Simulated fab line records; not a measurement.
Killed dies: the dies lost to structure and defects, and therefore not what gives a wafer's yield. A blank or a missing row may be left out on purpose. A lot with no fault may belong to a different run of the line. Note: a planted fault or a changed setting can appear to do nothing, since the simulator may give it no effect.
fab line records	flow berkeleyCmos170
[record] lots = 14	wafers = 42	lastDay = 11
route steps=331 shown PSD@183 V2@295 M3@325
lots with no fault: from the same line, run without faults
startH: hours from the record's first day to the start of the lot's first wafer shown	waitH: time in hours since the lot's previous step	" repeats the value in the row above	L1.1+2: a row that stands for several wafers	- either no value or no given start	* or withheld: withheld	< > ~ a bound
route shown NAME@n: a module of which the file shows steps, and the number in the route of the first	usual: mean and standard deviation over wafers with no fault	same: alike in all rows	chamber/n: place in a boat	sites: each site's reading	_std_site: the standard deviation of these	_edge_site: inner sites' mean taken away from outer sites' mean	radiusMm: how far each site lies from the wafer's centre	mask NAME#n: copy n	behind: the last tool/chamber to shape the wafer	hold: why the lot was held/for how many hours/how that ended	device: the transistor (n, p or np) that didn't switch	end of line: tests run on the same wafers once the route is complete	step lacking rows: just its recipe	killed: not the wafer's yield, but the dies lost to structure and defects at the first sort	map: the dies of a wafer, with x for killed, . for not killed, _ for no die there
set.NAME: the setting the step ran with; set.NAME@STEP: the setting that earlier step ran with	model.NAME: the simulator's own value behind a step, which no gauge read
a sample of lots followed through the steps of the route, with each step as a table and each wafer as a row
services: a tool's chamber out of use, with start hour (startH, from the record's first day; less than 0 if before it), hours out, and reason
[[steps]]
[step UCB170_PSD_IMPLANT_08]
[recipe] species = B	doseCm2 = 3e+15	energyKev = 20	tiltDeg = 7
[usual] tiltDeg = 7.001/0.018
lot.wafer	tool	chamber	startH	waitH	tiltDeg
L184.1	implanter-02	0	149.47	0.0	6.980
L184.3	"	0	"	"	6.999
L184.4	"	0	"	"	7.020
L186.1	implanter-04	0	149.59	0.0	7.020
L186.3	"	0	"	"	7.002
L186.5	"	0	"	"	6.970
L187.2	implanter-02	0	157.81	0.0	7.017
L187.4	"	0	"	"	7.000
L187.5	"	0	"	"	6.987
L189.1	implanter-04	0	172.10	0.0	7.020
L189.5	"	0	"	"	7.034
L189.6	"	0	"	"	7.010
L190.3	implanter-02	0	172.21	0.1	6.983
L190.4	"	0	"	"	6.991
L190.5	"	0	"	"	6.996
L191.2	implanter-03	0	172.46	0.0	6.997
L191.4	"	0	"	"	7.004
L191.5	"	0	"	"	6.985
L188.1	implanter-04	0	172.83	0.0	6.978
L188.3	"	0	"	"	7.016
L188.6	"	0	"	"	6.997
L192.2	implanter-03	0	180.34	0.0	6.969
L192.3	"	0	"	"	6.999
L192.5	"	0	"	"	7.022
L197.2	implanter-03	0	192.13	0.0	7.007
L197.3	"	0	"	"	7.003
L197.6	"	0	"	"	6.991
L194.1	implanter-02	0	192.35	0.0	7.009
L194.2	"	0	"	"	6.983
L194.3	"	0	"	"	7.017
L193.1	implanter-03	0	193.12	0.0	6.983
L193.5	"	0	"	"	6.984
L193.6	"	0	"	"	7.004
L195.1	implanter-03	0	197.06	0.0	8.110
L195.5	"	0	"	"	8.110
L195.6	"	0	"	"	8.127
L199.1	implanter-03	0	209.43	0.0	8.093
L199.4	"	0	"	"	8.108
L199.5	"	0	"	"	8.090
L205.4	implanter-04	0	231.91	0.1	6.994
L205.5	"	0	"	"	6.994
L205.6	"	0	"	"	6.990
[step UCB170_SDANNEAL_RS_MEAS_02]
[recipe] thkMeasGauge = four-point-probe
[usual] PSD_RS = 75.53/0.26
lot.wafer	tool	chamber	startH	waitH	PSD_RS[ohm/sq]
L184.1	filmMetro-04	-	152.47	0.0	75.61
L184.3	"	-	"	"	75.49
L184.4	"	-	"	"	75.05
L186.1	filmMetro-01	-	154.57	0.0	75.26
L186.3	"	-	"	"	75.30
L186.5	"	-	"	"	75.05
L187.2	filmMetro-02	-	160.75	0.1	75.66
L187.4	"	-	"	"	75.44
L187.5	"	-	"	"	75.42
L189.1	filmMetro-02	-	175.55	0.0	75.69
L189.5	"	-	"	"	75.71
L189.6	"	-	"	"	76.02
L191.2	filmMetro-01	-	176.02	0.1	75.07
L191.4	"	-	"	"	75.15
L191.5	"	-	"	"	75.51
L190.3	filmMetro-04	-	176.04	0.1	75.68
L190.4	"	-	"	"	75.74
L190.5	"	-	"	"	75.60
L188.1	filmMetro-02	-	176.36	0.2	75.85
L188.3	"	-	"	"	75.90
L188.6	"	-	"	"	75.65
L192.2	filmMetro-02	-	185.23	0.1	75.20
L192.3	"	-	"	"	75.24
L192.5	"	-	"	"	75.40
L197.2	filmMetro-01	-	196.27	0.1	75.49
L197.3	"	-	"	"	75.39
L197.6	"	-	"	"	75.11
L194.1	filmMetro-04	-	196.73	0.1	75.45
L194.2	"	-	"	"	75.69
L194.3	"	-	"	"	75.32
L193.1	filmMetro-02	-	197.67	0.1	75.41
L193.5	"	-	"	"	75.66
L193.6	"	-	"	"	75.70
L195.1	filmMetro-02	-	200.17	0.0	-
L195.5	"	-	"	"	-
L195.6	"	-	"	"	-
L199.1	filmMetro-02	-	214.79	0.0	-
L199.4	"	-	"	"	-
L199.5	"	-	"	"	-
L205.4	filmMetro-02	-	235.97	0.1	75.44
L205.5	"	-	"	"	75.42
L205.6	"	-	"	"	75.59
[step UCB170_V2_BOW_MEAS_03]
[recipe] mode = bow
[usual] V2_BOW = 36/7.9
lot.wafer	tool	chamber	startH	waitH	V2_BOW[um]
L184.1	filmMetro-01	-	169.15	0.1	24
L184.3	"	-	"	"	31
L184.4	"	-	"	"	34
L186.1	filmMetro-04	-	175.34	0.2	30
L186.3	"	-	"	"	31
L186.5	"	-	"	"	35
L187.2	filmMetro-01	-	180.34	0.2	58
L187.4	"	-	"	"	45
L187.5	"	-	"	"	43
L189.1	filmMetro-01	-	197.07	0.1	34
L189.5	"	-	"	"	42
L189.6	"	-	"	"	50
L188.1	filmMetro-03	-	197.35	0.1	31
L188.3	"	-	"	"	22
L188.6	"	-	"	"	32
L190.3	filmMetro-01	-	197.94	0.1	47
L190.4	"	-	"	"	30
L190.5	"	-	"	"	36
L191.2	filmMetro-03	-	198.47	0.3	42
L191.4	"	-	"	"	39
L191.5	"	-	"	"	41
L192.2	filmMetro-03	-	205.32	0.1	35
L192.3	"	-	"	"	27
L192.5	"	-	"	"	29
L197.2	filmMetro-04	-	217.00	0.2	51
L197.3	"	-	"	"	43
L197.6	"	-	"	"	46
L194.1	filmMetro-03	-	217.13	0.1	32
L194.2	"	-	"	"	32
L194.3	"	-	"	"	41
L193.1	filmMetro-04	-	217.81	0.1	45
L193.5	"	-	"	"	36
L193.6	"	-	"	"	36
L195.1	filmMetro-01	-	219.93	0.2	23
L195.5	"	-	"	"	32
L195.6	"	-	"	"	45
L199.1	filmMetro-03	-	231.22	0.2	45
L199.4	"	-	"	"	25
L199.5	"	-	"	"	36
L205.4	filmMetro-03	-	256.12	0.3	39
L205.5	"	-	"	"	44
L205.6	"	-	"	"	43
[step UCB170_M3_OVL_MEAS_16]
[usual] M3_OVL = -1/6.4
lot.wafer	tool	chamber	startH	waitH	M3_OVL[nm]
L184.1	overlay-02	-	174.11	0.1	-1
L184.3	"	-	"	"	4
L184.4	"	-	"	"	3
L186.1	overlay-01	-	182.30	0.1	-14
L186.3	"	-	"	"	-21
L186.5	"	-	"	"	-8
L187.2	overlay-01	-	186.89	0.1	2
L187.4	"	-	"	"	-5
L187.5	"	-	"	"	-1
L189.1	overlay-01	-	201.51	0.1	0
L189.5	"	-	"	"	2
L189.6	"	-	"	"	-3
L188.1	overlay-02	-	201.78	0.1	-9
L188.3	"	-	"	"	1
L188.6	"	-	"	"	3
L190.3	overlay-02	-	202.38	0.1	4
L190.4	"	-	"	"	-6
L190.5	"	-	"	"	-1
L191.2	overlay-01	-	202.76	0.1	1
L191.4	"	-	"	"	8
L191.5	"	-	"	"	-5
L192.2	overlay-02	-	215.69	0.1	-4
L192.3	"	-	"	"	10
L192.5	"	-	"	"	-2
L197.2	overlay-02	-	222.34	0.1	-9
L197.3	"	-	"	"	-7
L197.6	"	-	"	"	-7
L194.1	overlay-01	-	222.61	0.1	-2
L194.2	"	-	"	"	5
L194.3	"	-	"	"	2
L193.1	overlay-02	-	223.61	0.1	4
L193.5	"	-	"	"	-7
L193.6	"	-	"	"	5
L195.1	overlay-01	-	225.03	0.1	10
L195.5	"	-	"	"	13
L195.6	"	-	"	"	13
L199.1	overlay-02	-	236.88	0.1	0
L199.4	"	-	"	"	-2
L199.5	"	-	"	"	4
L205.4	overlay-02	-	262.40	0.1	-18
L205.5	"	-	"	"	-6
L205.6	"	-	"	"	-13
[step UCB170_M3_STRIP_19]
[recipe] chemistry = O2	powerW = 400	pressureMtorr = 3500	platenTempC = withheld	o2FlowSccm = 400	overashFraction = 0.5
[usual] drypumpMotorCurrentA = 5.7/0.38	oesProductAu = 0.555/0.013
lot.wafer	tool	chamber	startH	waitH	drypumpMotorCurrentA	oesProductAu	rfHoursCounterH
L184.1	plasmaAsher-01	0	174.37	0.1	5.4	0.534	52
L184.3	"	0	"	"	5.4	0.557	-
L184.4	"	1	"	"	5.7	0.532	-
L186.1	plasmaAsher-03	1	182.57	0.1	6.0	0.548	7
L186.3	"	0	"	"	6.1	0.546	-
L186.5	"	1	"	"	6.0	0.559	-
L187.2	plasmaAsher-03	0	187.15	0.1	6.1	0.571	7
L187.4	"	1	"	"	6.1	0.583	-
L187.5	"	1	"	"	6.0	0.544	-
L189.1	plasmaAsher-03	1	201.77	0.1	6.0	0.544	9
L189.5	"	0	"	"	6.1	0.558	-
L189.6	"	1	"	"	6.0	0.554	-
L188.1	plasmaAsher-02	0	202.05	0.1	5.0	0.548	46
L188.3	"	1	"	"	5.8	0.538	-
L188.6	"	1	"	"	5.8	0.554	-
L190.3	plasmaAsher-03	1	202.66	0.1	6.0	0.570	-
L190.4	"	0	"	"	6.1	0.534	-
L190.5	"	0	"	"	6.1	0.566	-
L191.2	plasmaAsher-02	0	203.02	0.1	5.0	0.547	46
L191.4	"	1	"	"	5.8	0.537	-
L191.5	"	1	"	"	5.8	0.539	-
L192.2	plasmaAsher-02	0	215.95	0.1	5.0	0.574	48
L192.3	"	0	"	"	5.0	0.547	-
L192.5	"	0	"	"	5.0	0.552	-
L197.2	plasmaAsher-02	1	222.60	0.1	5.8	0.549	49
L197.3	"	0	"	"	5.0	0.572	-
L197.6	"	0	"	"	5.0	0.580	-
L194.1	plasmaAsher-03	0	222.87	0.1	6.1	0.573	12
L194.2	"	1	"	"	6.0	0.555	12
L194.3	"	0	"	"	6.1	0.570	-
L193.1	plasmaAsher-03	0	223.87	0.1	6.1	0.528	12
L193.5	"	0	"	"	6.1	0.547	-
L193.6	"	1	"	"	6.1	0.577	-
L195.1	plasmaAsher-01	1	225.29	0.1	5.6	0.558	58
L195.5	"	1	"	"	5.6	0.565	-
L195.6	"	0	"	"	5.4	0.550	-
L199.1	plasmaAsher-02	0	237.14	0.1	5.0	0.573	50
L199.4	"	0	"	"	5.0	0.551	-
L199.5	"	1	"	"	5.8	0.552	-
L205.4	plasmaAsher-01	1	262.68	0.1	5.7	0.561	-
L205.5	"	1	"	"	5.7	0.554	-
L205.6	"	0	"	"	5.4	0.559	-
[[services]]
tool	chamber	startH	hours	kind
implanter-03	-	139.25	22.4	pm
plasmaAsher-03	-	145.40	1.4	repair
implanter-04	-	174.34	2.6	pm
implanter-02	-	177.48	1.1	repair
plasmaAsher-01	-	187.48	1.1	repair
implanter-03	-	224.96	3.1	repair
plasmaAsher-02	-	244.14	1.2	repair
plasmaAsher-02	-	248.72	3.5	repair
[[key]]
[firstSign] step = UCB170_PSD_IMPLANT_08	reading = tiltDeg	direction = up	sigmas = 61	usual = 7.001	struck = 8.106
[effect] step = UCB170_SDANNEAL_RS_MEAS_02	reading = PSD_RS	direction = missing
metAt UCB170_PSD_IMPLANT_08
struckLots L195,L199
testerLeftOut L195,L199
notActingAt UCB170_V2_BOW_MEAS_03,UCB170_M3_OVL_MEAS_16,UCB170_M3_STRIP_19
onsetBetween 193.12 197.06
[fault] kind = processParameterDrift	tool = implanter-03	chamber = -	onsetH = 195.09	steps = UCB170_PSD_IMPLANT_08	channel = tiltDeg	offset = 1.1133	shape = step	endH = 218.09	actsIn = theseRecipesOnly	stated = 7
// testerLeftOut: of these lots the tester's yield and bins aren't shown, on N5 and GAA mostly nor the transistor test; their killed dies are dies lost to structure and defects alone, not to doping, threshold or leakage, so they don't give the yield
